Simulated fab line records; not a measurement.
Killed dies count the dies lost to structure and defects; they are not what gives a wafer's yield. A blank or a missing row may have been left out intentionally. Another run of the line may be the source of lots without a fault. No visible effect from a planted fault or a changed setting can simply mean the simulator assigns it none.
The tool behind it: which one? -- flow berkeleyCmos170 -- 14 lots (42 wafers sampled), 1 step of a 331-step route

## WHAT THE GAUGES READ, wafer by wafer
Not one reading of a measure or inspect step in the record can be checked against a usual standard deviation.

## EACH LOT AND THE TOOL THAT RAN IT (in order: tool; ch and the chambers of the sampled wafers; start)
lot,UCB170_NSD_PEB_04
L530,"lithoTrack-02 ch 0, day 7 09:02"
L533,"lithoTrack-03 ch 0, day 8 06:02"
L535,"lithoTrack-04 ch 0, day 8 06:26"
L534,"lithoTrack-02 ch 0, day 8 06:31"
L531,"lithoTrack-03 ch 0, day 8 06:47"
L532,"lithoTrack-02 ch 0, day 8 06:49"
L536,"lithoTrack-02 ch 0, day 9 07:08"
L542,"lithoTrack-04, day 9 14:47"
L541,"lithoTrack-02, day 9 15:01"
L540,"lithoTrack-04 ch 0, day 9 15:04"
L548,"lithoTrack-02 ch 0, day 11 04:57"
L550,"lithoTrack-02 ch 0, day 11 19:44"
L549,"lithoTrack-04 ch 0, day 11 19:59"
L551,"lithoTrack-04 ch 0, day 12 05:43"
- UCB170_NSD_PEB_04

## AS READ BY THE TOOLS THEMSELVES (means over the sampled wafers that have a number; for cases with no such wafer, the mark the record gives instead)
UCB170_NSD_PEB_04.
lot,tool,chillPlateTempC (C),exhaustPa (Pa)
L530,lithoTrack-02,23.07,46.1
L533,lithoTrack-03,22.85,44.8
L535,lithoTrack-04,22.85,45.1
L534,lithoTrack-02,23.02,44.8
L531,lithoTrack-03,23.01,43.5
L532,lithoTrack-02,23.02,45.4
L536,lithoTrack-02,23.04,45.3
L542,lithoTrack-04,-,-
L541,lithoTrack-02,-,-
L540,lithoTrack-04,22.85,44.9
L548,lithoTrack-02,22.95,45.5
L550,lithoTrack-02,23.05,45.1
L549,lithoTrack-04,22.94,46.0
L551,lithoTrack-04,23.04,44.5

## THE ANSWER, worked out from the rows above alone
Rule: the usual values come from the lots themselves. Put in order of their means at a reading, lots are off if they are a third of the lots or fewer, leave a main group of 4 or more, and stand apart from it by a gap of 3 or more times the standard deviation of the main group's means; of several such gaps the widest counts. A main group is skipped when, at the precision printed for the reading in the tables above, its means are all equal. Also off: a lot with no number at a reading for which 4 or more lots have one. Any other lot the step has rows for is counted as sound. The gauges are gone through in route order, then the tools' own readings, and for those a lot's mean is taken as printed above. At the first step where some lot is off, the reading lying furthest off is the one used; lots without a number count as furthest.
Off: L542, L541 (UCB170_NSD_PEB_04, chillPlateTempC). Without a number there: L542, L541. Main group: mean 22.97 C, sd 0.08.
A tool fits if, at that step or a process step before it, it ran every lot that is off, and no sound lot after the first of them. Not one of the candidates tried fits.

## WHAT THE SIMULATOR HAD PUT IN
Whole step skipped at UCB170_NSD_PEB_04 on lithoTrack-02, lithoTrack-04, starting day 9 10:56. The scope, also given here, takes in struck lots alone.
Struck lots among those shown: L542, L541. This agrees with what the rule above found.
